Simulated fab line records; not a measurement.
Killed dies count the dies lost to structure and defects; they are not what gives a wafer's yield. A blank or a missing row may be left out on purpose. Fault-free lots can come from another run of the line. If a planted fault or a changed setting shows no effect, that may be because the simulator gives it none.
2 desks, one fault -- flow rit_cmos -- what lay behind the numbers comes last; until then each desk has only its own

METROLOGY DESK
Means of the sampled wafers that have a number, per lot and without regard to the tool the lot ran on: this is what the gauges read. If a lot's mean is further than 4 standard deviations from the usual mean, the lot is out of limits and carries the mark OUT (the distance appears in the brackets).
Columns: A = M1_AL_RS at RIT_M1_RS_MEAS_01, usual 0.0718 ohm/sq; B = M1_AL_THK at RIT_M1_THK_MEAS_02, usual 409 nm; C = cd_nm at RIT_M1_CD_MEAS_09, usual 2600.7 nm; D = M1_OVL at RIT_M1_OVL_MEAS_10, usual 1.2 nm
lot,first seen here,A,B,C,D
L314,day 4 05:26,0.0727,402,2600.5,2.4
L322,day 6 01:46,0.0722,409,2602.3,-1.5
L325,day 6 14:07,0.0717,411,2598.5,1.4
L327,day 6 21:19,0.0718,410,2603.3,0.3
L331,day 7 16:19,0.0723,405,2598.3,3.2
L332,day 8 01:31,0.0719,410,2598.3,-1.5
This desk's verdict: no lot among the 6 shows anything out of limits.

TOOL OWNER'S DESK, rie_metal-02
The tool's own readings at RIT_M1_METAL_ETCH_12 (etches Al in Cl2/BCl3, stops on SiO2, time 165 s, target depth 600 nm): means of the sampled wafers that have a number, for each lot that ran on this tool. If a lot's mean is further than 4 standard deviations from the usual mean, the lot is out of limits and carries the mark OUT (the distance appears in the brackets).
Columns: A = chamber_pressure_mTorr at RIT_M1_METAL_ETCH_12, usual 100.00 mTorr; B = drypump_motor_current_A at RIT_M1_METAL_ETCH_12, usual 5.9 A; C = oes_product_au at RIT_M1_METAL_ETCH_12, usual 0.790 a.u.; D = run_length_s at RIT_M1_METAL_ETCH_12, usual 193.1 s; E = throttle_valve_pct at RIT_M1_METAL_ETCH_12, usual 8.29 %
lot,first seen here,A,B,C,D,E
L322,day 6 03:22,100.07,5.5,0.780,192.8,8.17
L325,day 6 15:50,100.01,5.2,0.801,189.6 (-4.4) OUT,8.28
L327,day 6 22:47,99.96,5.6,0.826,186.6 (-8.2) OUT,8.16
Finding of this desk: L325, L327 out of limits; the first was L325 at day 6 15:50, on run_length_s at RIT_M1_METAL_ETCH_12. L322 stayed within limits.

BROUGHT TOGETHER
On L325, L327, at day 6 15:50, an alarm was possible from the tool owner's desk.
The metrology desk saw nothing out of limits.
The metrology desk has L325, L327 on record, within its limits.
All the named lots went through RIT_M1_METAL_ETCH_12 on rie_metal-02.

WHAT THE SIMULATOR HAD PUT IN
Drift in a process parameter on rie_metal-02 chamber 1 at RIT_M1_METAL_ETCH_12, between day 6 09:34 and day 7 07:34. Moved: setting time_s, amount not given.
Lots struck among those shown: L325, L327.
Hours from the fault's start to each desk's first reading out of limits: the tool owner's desk, 6.
